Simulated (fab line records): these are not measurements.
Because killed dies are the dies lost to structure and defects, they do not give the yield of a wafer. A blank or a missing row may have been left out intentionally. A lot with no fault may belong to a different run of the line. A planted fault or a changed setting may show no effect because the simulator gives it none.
Shared-tool check	flow rit-cmos	Lots sampled 14, wafers sampled 42

## WHY IT WAS OPENED
2 of 14 lots carry a flag on the reading NSD_TW at RIT_NSD_TW_MEAS_10. No-fault wafers: 3103, standard deviation 32.
Rule: a lot is flagged when every wafer of it that has a number lies more than 4 standard deviations from that mean, or none has a number. As for the other lots, they are considered sound.

lot	measured	on	NSD_TW, wafer by wafer	flag
L448	day 3 03:14	film-metro-03	3061 3064 3074	
L449	day 3 09:02	film-metro-04	3097 3115 3119	
L450	day 3 10:56	film-metro-02	3141 3133 3135	
L451	day 3 15:14	film-metro-03	3065 3073 3066	
L453	day 4 05:03	film-metro-03	3075 3059 3066	
L455	day 4 16:40	film-metro-03	3057 3061 3062	
L456	day 4 20:22	film-metro-04	3154 3142 3140	
L457	day 5 03:50	film-metro-03	3089 3087 3087	
L459	day 5 11:28	film-metro-04	3113 3096 3097	
L460	day 5 16:39	film-metro-02	3130 3136 3131	
L461	day 5 21:35	film-metro-03	3088 3078 3094	
L467	day 7 00:58	film-metro-02	3374 3375 3377	FLAGGED
L469	day 7 12:03	film-metro-02	3351 3359 3353	FLAGGED
L471	day 7 23:08	film-metro-02	3137 3148 3143	
Average over the flagged lots: 3365; offset from the usual +262, equal to +8 standard deviations.

## WHICH TOOL EACH LOT WENT THROUGH
The record keeps 1 process step preceding the reading, out of 202 steps on the route. In each cell: the tool, then ch and the chambers that the sampled wafers went through, then the start.
lot	flag	RIT_NSD_IMPLANT_08
L448		implanter-03 ch 0, day 3 02:56
L449		implanter-01 ch 0, day 3 08:43
L450		implanter-01 ch 0, day 3 10:37
L451		implanter-03 ch 0, day 3 14:55
L453		implanter-02 ch 0, day 4 04:44
L455		implanter-03 ch 0, day 4 16:22
L456		implanter-03 ch 0, day 4 20:03
L457		implanter-01 ch 0, day 5 03:31
L459		implanter-03 ch 0, day 5 11:08
L460		implanter-02 ch 0, day 5 16:22
L461		implanter-03 ch 0, day 5 21:18
L467	FLAGGED	implanter-01 ch 0, day 7 00:39
L469	FLAGGED	implanter-01 ch 0, day 7 11:44
L471		implanter-03 ch 0, day 7 22:49
What these steps do:
- RIT_NSD_IMPLANT_08
- RIT_NSD_TW_MEAS_10

## FLAGGED OVER TOTAL, TOOL BY TOOL (the gauges that took the reading come last)
step	tool	lots run	flagged	share of the flagged lots	sound lots run after its first flagged lot
RIT_NSD_IMPLANT_08	implanter-01	5	2	all	0
RIT_NSD_IMPLANT_08	implanter-02	2	0	none	-
RIT_NSD_IMPLANT_08	implanter-03	7	0	none	-
RIT_NSD_TW_MEAS_10	film-metro-02	5	2	all	1 (L471)
RIT_NSD_TW_MEAS_10	film-metro-03	6	0	none	-
RIT_NSD_TW_MEAS_10	film-metro-04	3	0	none	-

## WHAT THE TABLE PERMITS
Table rows that saw every flagged lot: 2, namely implanter-01 at RIT_NSD_IMPLANT_08 and film-metro-02 at RIT_NSD_TW_MEAS_10.
- implanter-01 at RIT_NSD_IMPLANT_08 ran 5 lots, 2 of them flagged. A fault beginning between L457 (day 5 03:31), its last sound lot, and L467 (day 7 00:39), its first flagged one, fits the data. Its own readings lie more than 4 standard deviations out on every wafer of the flagged lots: beam-on-s, faraday-current-uA.
- film-metro-02 at RIT_NSD_TW_MEAS_10 ran 5 lots, 2 of them flagged. Lots that were sound ran on it after the first flagged one (L471); a persistent fault on the entire tool would not allow that.
Just one tool remains: implanter-01 at RIT_NSD_IMPLANT_08.

## WHAT THE SIMULATOR HAD PUT IN
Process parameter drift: implanter-01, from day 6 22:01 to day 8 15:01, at RIT_NSD_IMPLANT_08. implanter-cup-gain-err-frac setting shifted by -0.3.
Shown lots that were struck: L467, L469. The rule given above showed the same thing.
